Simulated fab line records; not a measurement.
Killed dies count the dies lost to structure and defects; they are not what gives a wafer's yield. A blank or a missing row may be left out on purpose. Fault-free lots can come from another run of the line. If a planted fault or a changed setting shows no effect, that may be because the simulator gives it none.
fab line records + flow rit_cmos
record
- lots=14
- wafers=42
- last_day=8
route steps=202 shown PWELL@47 M1@202
lots with no fault: from the same line, run without faults
start_h: hours from the record's opening day to when the first of the lot's shown wafers began + wait_h: hours since the lot's step before + " as in the row above + L1.1+2: a single row standing in for several wafers + - either no value or no given start + * or withheld: withheld + < > ~ a bound
route shown NAME@n: names a module that has steps shown in the file, with the first one's number in the route + usual: the fault-free wafers' mean and standard deviation + same: alike in all rows + chamber/n: place in a boat + sites: each site's reading + _std_site: how widely they spread, as a standard deviation + _edge_site: inner sites' mean taken away from outer sites' mean + radius_mm: how far each site lies from the wafer's centre + mask NAME#n: copy n + behind: the most recent tool/chamber to have shaped the wafer + hold: why the lot was held/for how many hours/how that ended + device: transistor that didn't switch, given as n, p or np + end of line: the same wafers' tests at the end of the route + where a step has no rows: the recipe by itself + killed: not the wafer's yield, but the dies lost to structure and defects at the first sort + map: a wafer's dies, x killed, . not, _ none there
set.NAME: the setting as run; set.NAME@STEP: as run at that earlier step + model.NAME: the simulator's own value behind a step, which no gauge read
the route's steps for a sample of lots (tables are steps, rows are wafers)
## steps
# step RIT_PWELL_IMPLANT_08
# recipe
- species=B
- energy_kev=170
- dose_cm2=7e+13
- tilt_deg=7
# usual
- beam_energy_keV=170.00/0.047
| lot.wafer | tool         | chamber | start_h | wait_h | beam_energy_keV |
|-----------|--------------|---------|---------|--------|-----------------|
| L849.3    | implanter-04 | 0       | 29.27   | 0.2    | 169.97          |
| L849.5    | "            | 0       | "       | "      | 170.02          |
| L849.6    | "            | 0       | "       | "      | 169.98          |
| L851.1    | implanter-03 | 0       | 39.16   | 0.2    | 169.97          |
| L851.4    | "            | 0       | "       | "      | 169.99          |
| L851.5    | "            | 0       | "       | "      | 169.97          |
| L852.2    | implanter-03 | 0       | 43.49   | 0.2    | 170.02          |
| L852.3    | "            | 0       | "       | "      | 169.99          |
| L852.5    | "            | 0       | "       | "      | 170.03          |
| L853.1    | implanter-01 | 0       | 47.10   | 0.2    | 170.01          |
| L853.4    | "            | 0       | "       | "      | 170.10          |
| L853.6    | "            | 0       | "       | "      | 170.08          |
| L854.1    | implanter-04 | 0       | 51.14   | 0.2    | 169.91          |
| L854.3    | "            | 0       | "       | "      | 170.03          |
| L854.5    | "            | 0       | "       | "      | 169.93          |
| L855.1    | implanter-03 | 0       | 58.27   | 0.2    | 170.00          |
| L855.2    | "            | 0       | "       | "      | 169.97          |
| L855.4    | "            | 0       | "       | "      | 169.95          |
| L856.1    | implanter-04 | 0       | 62.50   | 0.2    | 169.96          |
| L856.3    | "            | 0       | "       | "      | 169.92          |
| L856.6    | "            | 0       | "       | "      | 170.04          |
| L859.3    | implanter-04 | 0       | 76.19   | 0.2    | 157.32          |
| L859.4    | "            | 0       | "       | "      | 157.35          |
| L859.5    | "            | 0       | "       | "      | 157.36          |
| L863.3    | implanter-04 | 0       | 94.03   | 0.2    | 157.29          |
| L863.5    | "            | 0       | "       | "      | 157.30          |
| L863.6    | "            | 0       | "       | "      | 157.27          |
| L866.1    | implanter-01 | 0       | 110.09  | 0.2    | 169.97          |
| L866.4    | "            | 0       | "       | "      | 169.98          |
| L866.6    | "            | 0       | "       | "      | 169.98          |
| L867.3    | implanter-01 | 0       | 118.36  | 0.2    | 170.08          |
| L867.4    | "            | 0       | "       | "      | 169.91          |
| L867.5    | "            | 0       | "       | "      | 169.98          |
| L868.1    | implanter-01 | 0       | 124.45  | 0.2    | 170.01          |
| L868.2    | "            | 0       | "       | "      | 169.97          |
| L868.3    | "            | 0       | "       | "      | 170.04          |
| L870.2    | implanter-03 | 0       | 131.18  | 0.2    | 170.04          |
| L870.5    | "            | 0       | "       | "      | 169.96          |
| L870.6    | "            | 0       | "       | "      | 169.99          |
| L872.1    | implanter-01 | 0       | 142.69  | 0.2    | 169.96          |
| L872.2    | "            | 0       | "       | "      | 169.90          |
| L872.3    | "            | 0       | "       | "      | 170.02          |
# step RIT_WELLDRIVE_RS_MEAS_02
# recipe
- thk_meas_gauge=four-point-probe
# usual
- PWELL_RS=429.4/1.1
| lot.wafer | tool          | chamber | start_h | wait_h | PWELL_RS[ohm/sq] |
|-----------|---------------|---------|---------|--------|------------------|
| L849.3    | film_metro-03 | -       | 35.31   | 0.1    | 427.8            |
| L849.5    | "             | -       | "       | "      | 427.2            |
| L849.6    | "             | -       | "       | "      | 427.5            |
| L851.1    | film_metro-02 | -       | 45.79   | 0.1    | 428.2            |
| L851.4    | "             | -       | "       | "      | 427.7            |
| L851.5    | "             | -       | "       | "      | 427.5            |
| L852.2    | film_metro-03 | -       | 49.07   | 0.1    | 431.0            |
| L852.3    | "             | -       | "       | "      | 430.6            |
| L852.5    | "             | -       | "       | "      | 430.3            |
| L853.1    | film_metro-01 | -       | 53.27   | 0.1    | 429.2            |
| L853.4    | "             | -       | "       | "      | 428.8            |
| L853.6    | "             | -       | "       | "      | 428.6            |
| L854.1    | film_metro-02 | -       | 58.40   | 0.1    | 429.5            |
| L854.3    | "             | -       | "       | "      | 428.2            |
| L854.5    | "             | -       | "       | "      | 429.0            |
| L855.1    | film_metro-03 | -       | 64.17   | 0.1    | 430.6            |
| L855.2    | "             | -       | "       | "      | 430.7            |
| L855.4    | "             | -       | "       | "      | 428.7            |
| L856.1    | film_metro-03 | -       | 70.33   | 0.1    | 429.2            |
| L856.3    | "             | -       | "       | "      | 429.0            |
| L856.6    | "             | -       | "       | "      | 431.1            |
| L859.3    | film_metro-01 | -       | 82.57   | 0.1    | 433.5            |
| L859.4    | "             | -       | "       | "      | 434.1            |
| L859.5    | "             | -       | "       | "      | 433.3            |
| L863.3    | film_metro-03 | -       | 101.41  | 0.1    | 432.9            |
| L863.5    | "             | -       | "       | "      | 432.9            |
| L863.6    | "             | -       | "       | "      | 434.2            |
| L866.1    | film_metro-03 | -       | 119.68  | 0.1    | 430.3            |
| L866.4    | "             | -       | "       | "      | 429.9            |
| L866.6    | "             | -       | "       | "      | 429.9            |
| L867.3    | film_metro-01 | -       | 125.66  | 0.1    | 427.5            |
| L867.4    | "             | -       | "       | "      | 427.6            |
| L867.5    | "             | -       | "       | "      | 427.7            |
| L868.1    | film_metro-01 | -       | 130.45  | 0.1    | 429.0            |
| L868.2    | "             | -       | "       | "      | 428.6            |
| L868.3    | "             | -       | "       | "      | 431.0            |
| L870.2    | film_metro-01 | -       | 138.98  | 0.1    | 430.1            |
| L870.5    | "             | -       | "       | "      | 429.7            |
| L870.6    | "             | -       | "       | "      | 430.1            |
| L872.1    | film_metro-03 | -       | 149.93  | 0.1    | 429.7            |
| L872.2    | "             | -       | "       | "      | 429.7            |
| L872.3    | "             | -       | "       | "      | 429.4            |
# step RIT_M1_PROBE_99
# usual
- killed_at_contacts=0.1/0.27
- killed_at_front_end=6.5/2.8
- killed_dies=6.6/2.8
- killed_on_rim=1.7/1.3
- killed_open=3.5/2
- killed_short=3.2/1.8
# same
- gross_dies=264
- killed_at_M0_to_M3=0
- killed_at_M4_up=0
- killed_at_back_side=0
- killed_at_other=0
| lot.wafer | tool      | chamber | start_h | wait_h | killed_at_contacts | killed_at_front_end | killed_dies | killed_on_rim | killed_open | killed_short |
|-----------|-----------|---------|---------|--------|--------------------|---------------------|-------------|---------------|-------------|--------------|
| L849.3    | prober-01 | -       | 69.61   | 0.2    | 0                  | 10                  | 10          | 2             | 4           | 6            |
| L849.5    | prober-01 | -       | 69.71   | 0.2    | 0                  | 5                   | 5           | 3             | 1           | 4            |
| L849.6    | prober-01 | -       | 69.76   | 0.2    | 1                  | 3                   | 4           | 2             | 3           | 1            |
| L851.1    | prober-01 | -       | 81.65   | 0.1    | 0                  | 4                   | 4           | 2             | 2           | 2            |
| L851.4    | prober-01 | -       | 81.80   | 0.2    | 0                  | 13                  | 13          | 3             | 9           | 4            |
| L851.5    | prober-01 | -       | 81.85   | 0.2    | 0                  | 7                   | 7           | 4             | 4           | 3            |
| L852.2    | prober-02 | -       | 84.76   | 0.1    | 0                  | 8                   | 8           | 2             | 5           | 3            |
| L852.3    | prober-02 | -       | 84.81   | 0.2    | 0                  | 8                   | 8           | 3             | 4           | 4            |
| L852.5    | prober-02 | -       | 84.91   | 0.2    | 0                  | 6                   | 6           | 2             | 4           | 2            |
| L853.1    | prober-02 | -       | 86.21   | 0.1    | 0                  | 6                   | 6           | 2             | 4           | 2            |
| L853.4    | prober-02 | -       | 86.36   | 0.2    | 0                  | 6                   | 6           | 2             | 2           | 4            |
| L853.6    | prober-02 | -       | 86.46   | 0.2    | 1                  | 2                   | 3           | 0             | 1           | 2            |
| L854.1    | prober-01 | -       | 92.70   | 0.1    | 1                  | 3                   | 4           | 2             | 3           | 1            |
| L854.3    | prober-01 | -       | 92.80   | 0.2    | 0                  | 8                   | 8           | 3             | 4           | 4            |
| L854.5    | prober-01 | -       | 92.90   | 0.2    | 0                  | 8                   | 8           | 3             | 6           | 2            |
| L855.1    | prober-02 | -       | 95.87   | 0.1    | 0                  | 8                   | 8           | 0             | 3           | 5            |
| L855.2    | prober-02 | -       | 95.92   | 0.1    | 0                  | 5                   | 5           | 2             | 3           | 1            |
| L855.4    | prober-02 | -       | 96.02   | 0.2    | 0                  | 5                   | 5           | 2             | 5           | 0            |
| L856.1    | prober-01 | -       | 101.49  | 0.1    | 0                  | 7                   | 7           | 0             | 5           | 2            |
| L856.3    | prober-01 | -       | 101.59  | 0.2    | 0                  | 4                   | 4           | 2             | 1           | 3            |
| L856.6    | prober-01 | -       | 101.74  | 0.2    | 0                  | 7                   | 7           | 4             | 4           | 3            |
| L859.3    | prober-02 | -       | 115.06  | 0.2    | 1                  | 10                  | 11          | 5             | 7           | 4            |
| L859.4    | prober-02 | -       | 115.11  | 0.2    | 0                  | 5                   | 5           | 2             | 2           | 3            |
| L859.5    | prober-02 | -       | 115.16  | 0.2    | 0                  | 7                   | 7           | 2             | 3           | 4            |
| L863.3    | prober-02 | -       | 136.11  | 0.2    | 0                  | 6                   | 6           | 1             | 4           | 2            |
| L863.5    | prober-02 | -       | 136.21  | 0.2    | 0                  | 5                   | 5           | 2             | 2           | 3            |
| L863.6    | prober-02 | -       | 136.26  | 0.2    | 0                  | 8                   | 8           | 1             | 4           | 4            |
| L866.1    | prober-02 | -       | 152.33  | 0.1    | 0                  | 3                   | 3           | 0             | 0           | 3            |
| L866.4    | prober-02 | -       | 152.48  | 0.2    | 0                  | 7                   | 7           | 1             | 5           | 2            |
| L866.6    | prober-02 | -       | 152.58  | 0.2    | 0                  | 8                   | 8           | 1             | 3           | 5            |
| L867.3    | prober-01 | -       | 159.06  | 0.2    | 1                  | 4                   | 5           | 1             | 2           | 3            |
| L867.4    | prober-01 | -       | 159.11  | 0.2    | 0                  | 14                  | 14          | 5             | 8           | 6            |
| L867.5    | prober-01 | -       | 159.16  | 0.2    | 0                  | 2                   | 2           | 2             | 1           | 1            |
| L868.1    | prober-02 | -       | 161.46  | 0.1    | 0                  | 10                  | 10          | 2             | 6           | 4            |
| L868.2    | prober-02 | -       | 161.51  | 0.1    | 0                  | 2                   | 2           | 0             | 1           | 1            |
| L868.3    | prober-02 | -       | 161.56  | 0.2    | 0                  | 10                  | 10          | 0             | 6           | 4            |
| L870.2    | prober-02 | -       | 169.99  | 0.1    | 0                  | 4                   | 4           | 1             | 2           | 2            |
| L870.5    | prober-02 | -       | 170.14  | 0.2    | 0                  | 6                   | 6           | 2             | 2           | 4            |
| L870.6    | prober-02 | -       | 170.19  | 0.2    | 1                  | 3                   | 4           | 2             | 2           | 2            |
| L872.1    | prober-02 | -       | 181.39  | 0.1    | 0                  | 2                   | 2           | 0             | 2           | 0            |
| L872.2    | prober-02 | -       | 181.44  | 0.1    | 0                  | 5                   | 5           | 1             | 2           | 3            |
| L872.3    | prober-02 | -       | 181.49  | 0.2    | 0                  | 2                   | 2           | 1             | 1           | 1            |
# killed by level:class
L849.3 FOX1:geometric_particle:short=2 GATE:geometric_particle:open=2 FOX1:geometric_particle:open=1 GATE:geometric_particle:short=1 REOX:geometric_particle:short=1 SPACER:geometric_particle:open=1 SPACER:geometric_particle:short=1 SILICIDE:geometric_particle:short=1
L849.5 FOX1:geometric_particle:short=2 SPACER:geometric_particle:short=2 GATE:geometric_particle:open=1
L849.6 FOX1:geometric_particle:open=1 GATE:geometric_particle:open=1 SPACER:geometric_particle:open=1 CONTACT:geometric_particle:short=1
L851.1 GATE:geometric_particle:open=1 REOX:geometric_particle:short=1 SPACER:geometric_particle:short=1 SILICIDE:geometric_particle:open=1
L851.4 GATE:geometric_particle:open=7 GATE:geometric_particle:short=2 FOX1:geometric_particle:short=1 FOX1:geometric_particle:open=1 FOX2:geometric_particle:short=1 SPACER:geometric_particle:open=1
L851.5 GATE:geometric_particle:open=2 FOX2:geometric_particle:open=1 GATE:geometric_particle:short=1 SPACER:geometric_particle:open=1 SPACER:geometric_particle:short=1 SILICIDE:geometric_particle:short=1
L852.2 REOX:geometric_particle:short=3 SPACER:geometric_particle:open=2 FOX1:geometric_particle:open=1 FOX2:geometric_particle:open=1 REOX:geometric_particle:open=1
L852.3 GATE:geometric_particle:open=2 FOX1:geometric_particle:open=1 GATE:geometric_particle:short=1 REOX:geometric_particle:short=1 REOX:geometric_particle:open=1 SPACER:geometric_particle:short=1 SILICIDE:geometric_particle:short=1
L852.5 SILICIDE:geometric_particle:open=2 FOX2:geometric_particle:short=1 GATE:geometric_particle:open=1 GATE:geometric_particle:short=1 REOX:geometric_particle:open=1
L853.1 SILICIDE:geometric_particle:open=2 FOX1:geometric_particle:short=1 GATE:geometric_particle:open=1 REOX:geometric_particle:open=1 SILICIDE:geometric_particle:short=1
L853.4 FOX2:geometric_particle:open=2 FOX1:geometric_particle:short=1 FOX2:geometric_particle:short=1 GATE:geometric_particle:short=1 SILICIDE:geometric_particle:short=1
L853.6 FOX1:geometric_particle:short=1 SPACER:geometric_particle:open=1 CONTACT:geometric_particle:short=1
L854.1 FOX1:geometric_particle:short=1 FOX1:geometric_particle:open=1 SPACER:geometric_particle:open=1 CONTACT:geometric_particle:open=1
L854.3 FOX1:geometric_particle:short=2 FOX1:geometric_particle:open=2 FOX2:geometric_particle:short=1 GATE:geometric_particle:open=1 REOX:geometric_particle:open=1 SPACER:geometric_particle:short=1
L854.5 FOX2:geometric_particle:open=3 GATE:geometric_particle:open=2 REOX:geometric_particle:short=1 REOX:geometric_particle:open=1 SPACER:geometric_particle:short=1
L855.1 SPACER:geometric_particle:short=2 FOX2:geometric_particle:short=1 GATE:geometric_particle:open=1 GATE:geometric_particle:short=1 REOX:geometric_particle:open=1 REOX:geometric_particle:short=1 SPACER:geometric_particle:open=1
L855.2 SPACER:geometric_particle:open=2 FOX1:geometric_particle:short=1 FOX1:geometric_particle:open=1 PRETRO:coat_microbubble_printed=1
L855.4 SILICIDE:geometric_particle:open=2 FOX1:geometric_particle:open=1 GATE:geometric_particle:open=1 SPACER:geometric_particle:open=1
L856.1 GATE:geometric_particle:open=2 REOX:geometric_particle:open=1 SPACER:geometric_particle:open=1 SPACER:geometric_particle:short=1 SILICIDE:geometric_particle:open=1 SILICIDE:geometric_particle:short=1
L856.3 FOX1:geometric_particle:short=2 GATE:geometric_particle:open=1 GATE:geometric_particle:short=1
L856.6 FOX1:geometric_particle:short=1 FOX2:geometric_particle:open=1 FOX2:geometric_particle:short=1 GATE:geometric_particle:open=1 REOX:geometric_particle:open=1 SPACER:geometric_particle:short=1 SILICIDE:geometric_particle:open=1
L859.3 FOX1:geometric_particle:open=2 FOX2:geometric_particle:short=2 GATE:geometric_particle:open=2 REOX:geometric_particle:short=2 REOX:geometric_particle:open=1 SPACER:geometric_particle:open=1 CONTACT:geometric_particle:open=1
L859.4 GATE:geometric_particle:short=3 FOX1:geometric_particle:open=1 REOX:geometric_particle:open=1
L859.5 GATE:geometric_particle:short=2 FOX1:geometric_particle:short=1 FOX2:geometric_particle:open=1 GATE:geometric_particle:open=1 REOX:geometric_particle:open=1 SILICIDE:geometric_particle:short=1
L863.3 GATE:geometric_particle:open=3 FOX1:geometric_particle:short=1 FOX2:geometric_particle:open=1 GATE:geometric_particle:short=1
L863.5 REOX:geometric_particle:open=1 REOX:geometric_particle:short=1 SPACER:geometric_particle:short=1 SILICIDE:geometric_particle:open=1 SILICIDE:geometric_particle:short=1
L863.6 REOX:geometric_particle:short=2 FOX1:geometric_particle:open=1 FOX2:geometric_particle:open=1 GATE:geometric_particle:open=1 SPACER:geometric_particle:short=1 SILICIDE:geometric_particle:short=1 SILICIDE:geometric_particle:open=1
L866.1 GATE:geometric_particle:short=2 SPACER:geometric_particle:short=1
L866.4 FOX1:geometric_particle:open=2 GATE:geometric_particle:open=2 FOX1:geometric_particle:short=1 GATE:geometric_particle:short=1 REOX:geometric_particle:open=1
L866.6 GATE:geometric_particle:open=3 GATE:geometric_particle:short=2 REOX:geometric_particle:short=2 FOX2:geometric_particle:short=1
L867.3 GATE:geometric_particle:short=1 GATE:geometric_particle:open=1 REOX:geometric_particle:open=1 SILICIDE:geometric_particle:short=1 CONTACT:geometric_particle:short=1
L867.4 GATE:geometric_particle:open=3 GATE:geometric_particle:short=3 SILICIDE:geometric_particle:open=3 REOX:geometric_particle:open=2 FOX2:geometric_particle:short=1 REOX:geometric_particle:short=1 SILICIDE:geometric_particle:short=1
L867.5 GATE:geometric_particle:open=1 SILICIDE:geometric_particle:short=1
L868.1 GATE:geometric_particle:open=3 GATE:geometric_particle:short=3 FOX1:geometric_particle:short=1 FOX2:geometric_particle:open=1 SPACER:geometric_particle:open=1 SILICIDE:geometric_particle:open=1
L868.2 GATE:geometric_particle:short=1 GATE:geometric_particle:open=1
L868.3 FOX1:geometric_particle:open=2 GATE:geometric_particle:short=2 SPACER:geometric_particle:open=2 FOX2:geometric_particle:short=1 GATE:geometric_particle:open=1 SPACER:geometric_particle:short=1 SILICIDE:geometric_particle:open=1
L870.2 FOX1:geometric_particle:short=1 FOX2:geometric_particle:open=1 SPACER:geometric_particle:open=1 SPACER:geometric_particle:short=1
L870.5 FOX1:geometric_particle:short=2 FOX2:geometric_particle:open=1 GATE:geometric_particle:short=1 SILICIDE:geometric_particle:short=1 SILICIDE:geometric_particle:open=1
L870.6 FOX2:geometric_particle:open=2 SPACER:geometric_particle:short=1 CONTACT:geometric_particle:short=1
L872.1 FOX2:geometric_particle:open=1 REOX:geometric_particle:open=1
L872.2 FOX1:geometric_particle:short=1 GATE:geometric_particle:short=1 SPACER:geometric_particle:short=1 SPACER:geometric_particle:open=1 SILICIDE:geometric_particle:open=1
L872.3 GATE:geometric_particle:open=1 SPACER:geometric_particle:short=1
## key
first_sign
- step=RIT_PWELL_IMPLANT_08
- reading=beam_energy_keV
- direction=down
- sigmas=99+
- usual=170.00
- struck=157.31
effect
- step=RIT_WELLDRIVE_RS_MEAS_02
- reading=PWELL_RS
- direction=up
- sigmas=3.8
- usual=429.4
- struck=433.5
met_at RIT_PWELL_IMPLANT_08
struck_lots L859,L863
tester_left_out L859,L863
onset_between 62.50 76.19
fault
- kind=process_parameter_drift
- tool=implanter-04
- chamber=-
- onset_h=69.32
- steps=RIT_PWELL_IMPLANT_08
- channel=energy_kev
- offset=-12.694
- shape=step
- end_h=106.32
- acts_in=these_recipes_only
- stated=170
# tester_left_out: of these lots the tester's yield and bins aren't shown, on N5 and GAA mostly nor the transistor test; their killed dies are dies lost to structure and defects alone, not to doping, threshold or leakage, so they don't give the yield
